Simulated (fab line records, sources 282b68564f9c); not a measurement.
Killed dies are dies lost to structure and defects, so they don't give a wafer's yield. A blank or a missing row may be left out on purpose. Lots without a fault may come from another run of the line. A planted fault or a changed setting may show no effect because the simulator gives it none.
A struck lot beside a sound one | flow rit_cmos | 15 steps out of a route of 202
Sound: wafers L535.2, L535.3, L535.6. Struck: wafers L536.2, L536.4, L536.5. The cause comes at the end.
At each step with rows: each side's tool, then ch and its chambers, then its first start. Under that, the readings that differ: sound wafers | struck wafers | difference of the means | sigmas: that difference in standard deviations of wafers without a fault.
alike: readings whose means differ by less than 2 such deviations, and words and numbers that are the same on both sides. not compared: withheld readings, readings that some wafer has no value for, bounds like >300 that may hide the same value, and numbers for which the record gives no deviation and whose values overlap.
The two part at a step that has a row with sigmas, a row that says differs or no value, or rows on one side only. Numbers that don't overlap but have no deviation are shown without sigmas and don't part them. A reading that every wafer of one side lacks parts them only if that side has two wafers or more.

first, 3 steps without rows for these wafers: RIT_REOX_CLEAN_01 (cleans in dHF, time 30 s); RIT_REOX_CLEAN_02 (cleans in SC2, time 600 s); RIT_REOX_OXIDATION_03 (target thk 25.2 nm, ox time 5580 s).
RIT_REOX_THK_MEAS_04:
  sound on film_metro-04, day 3 15:21; struck on film_metro-04, day 3 18:31
  alike: REOX_OXIDE_THK
then, 6 steps without rows for these wafers: RIT_NLDD_HMDS_00 (prime time 60 s); RIT_NLDD_COAT_01 (resist thk 1000 nm); RIT_NLDD_SOFTBAKE_02 (time 60 s); RIT_NLDD_EXPOSE_03 (exposes mask M7, target cd 40700 nm); RIT_NLDD_PEB_04; RIT_NLDD_DEVELOP_05 (develop time 50 s).
RIT_NLDD_OVL_MEAS_06:
  sound on overlay-01, day 3 16:16; struck on overlay-02, day 3 19:32
  alike: NLDD_OVL
then, 1 step without rows for these wafers: RIT_NLDD_HARDBAKE_07 (time 60 s).
RIT_NLDD_IMPLANT_08:
  sound on implanter-01 ch 0, day 3 16:28; struck on implanter-01 ch 0, day 3 19:44
  reading            | sound             | struck            | difference | sigmas
  tilt_deg (degrees) | 6.989 6.966 7.004 | 7.349 7.324 7.357 | +0.357     | +19
RIT_NLDD_STRIP_09: strips in O2, time 180 s.
  sound on plasma_asher-02 ch 0,1, day 3 16:35; struck on plasma_asher-01 ch 0,1, day 3 19:52
  alike: drypump_motor_current_A
  not compared: rf_hours_counter_h
RIT_M1_PROBE_99:
  sound on prober-01, day 4 08:28; struck on prober-02, day 4 11:16
  alike: killed_at_M0_to_M3, killed_at_contacts, killed_at_front_end, killed_dies, killed_open, killed_short

WHERE THEY PART
Only at RIT_NLDD_IMPLANT_08, within this record. Later steps at which nothing parts them and some readings are alike: RIT_NLDD_STRIP_09, RIT_M1_PROBE_99.

WHY: what the simulator had put in
Process parameter drift: implanter-01, from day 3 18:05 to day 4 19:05, at RIT_NLDD_IMPLANT_08. Setting tilt_deg, moved by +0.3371, from 7. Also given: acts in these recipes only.
